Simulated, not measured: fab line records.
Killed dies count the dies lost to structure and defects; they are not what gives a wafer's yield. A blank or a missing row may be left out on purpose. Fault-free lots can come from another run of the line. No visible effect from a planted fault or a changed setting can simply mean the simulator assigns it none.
Tool commonality check    flow ritCmos    42 wafers sampled across 14 lots

## REASON FOR OPENING
At RIT_PSD_TW_MEAS_10 the reading PSD_TW is flagged on 2 of 14 lots. Fault-free wafers read 3455, with a standard deviation of 27.
Rule: flag the lot when none of its wafers has a number, or when each of its wafers that has one lies beyond 4 standard deviations from that mean. The rest of the lots are taken to be sound.

lot   measured     on            PSD_TW, wafer by wafer  flag
L264  day 3 03:41  filmMetro-04  3444 3468 3447          
L265  day 3 07:37  filmMetro-04  3431 3451 3449          
L266  day 3 11:01  filmMetro-01  3475 3494 3485          
L268  day 3 22:34  filmMetro-01  3485 3499 3498          
L272  day 4 16:45  filmMetro-01  3495 3491 3504          
L273  day 4 22:49  filmMetro-04  3456 3453 3447          
L275  day 5 07:42  filmMetro-01  3568 3590 3582          FLAGGED
L276  day 5 12:26  filmMetro-04  3572 3580 3572          FLAGGED
L279  day 6 04:58  filmMetro-04  3424 3419 3430          
L281  day 6 16:41  filmMetro-02  3405 3405 3401          
L282  day 7 00:33  filmMetro-01  3480 3460 3479          
L283  day 7 05:14  filmMetro-02  3431 3414 3419          
L286  day 7 16:43  filmMetro-01  3487 3467 3471          
L287  day 7 21:04  filmMetro-04  3469 3465 3472          
On average the flagged lots' numbers are 3577, which is +122 against the usual, or +5 standard deviations.

## TOOL THAT RAN EACH LOT
The record keeps 1 process step preceding the reading, out of 202 steps on the route. Cell contents, in order: the tool; ch with the chambers the sampled wafers went through; the start.
lot   flag     RIT_PSD_IMPLANT_08
L264           implanter-01 ch 0, day 3 03:22
L265           implanter-03 ch 0, day 3 07:17
L266           implanter-01 ch 0, day 3 10:41
L268           implanter-04 ch 0, day 3 22:15
L272           implanter-03 ch 0, day 4 16:26
L273           implanter-04 ch 0, day 4 22:31
L275  FLAGGED  implanter-01 ch 0, day 5 07:23
L276  FLAGGED  implanter-01 ch 0, day 5 12:08
L279           implanter-03 ch 0, day 6 04:38
L281           implanter-03 ch 0, day 6 16:22
L282           implanter-04 ch 0, day 7 00:13
L283           implanter-04 ch 0, day 7 04:55
L286           implanter-03 ch 0, day 7 16:26
L287           implanter-03 ch 0, day 7 20:45
What the steps here do:
- RIT_PSD_IMPLANT_08
- RIT_PSD_TW_MEAS_10

## FLAGGED OVER TOTAL, TOOL BY TOOL (the gauges that took the reading come last)
step                tool          lots run  flagged  share of the flagged lots  sound lots run after its first flagged lot
RIT_PSD_IMPLANT_08  implanter-01  4         2        all                        0
RIT_PSD_IMPLANT_08  implanter-03  6         0        none                       -
RIT_PSD_IMPLANT_08  implanter-04  4         0        none                       -
RIT_PSD_TW_MEAS_10  filmMetro-01  6         1        some                       2 (L282,L286)
RIT_PSD_TW_MEAS_10  filmMetro-02  2         0        none                       -
RIT_PSD_TW_MEAS_10  filmMetro-04  6         1        some                       2 (L279,L287)

## WHAT THE TABLE ALLOWS
All flagged lots share 1 row of the table, namely implanter-01 at RIT_PSD_IMPLANT_08.
- implanter-01 at RIT_PSD_IMPLANT_08 ran 4 lots, 2 of them flagged. Last sound lot L266 at day 3 10:41, first flagged lot L275 at day 5 07:23; a fault beginning in between fits. Its own readings lie more than 4 standard deviations out on every wafer of the flagged lots: beamEnergyKeV.
Just one tool remains: implanter-01 at RIT_PSD_IMPLANT_08.

## WHAT HAD BEEN PUT IN BY THE SIMULATOR
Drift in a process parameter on implanter-01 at RIT_PSD_IMPLANT_08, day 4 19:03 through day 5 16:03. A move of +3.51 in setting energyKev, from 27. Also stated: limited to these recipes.
Lots struck among those shown: L275, L276. The same result came from the rule above.
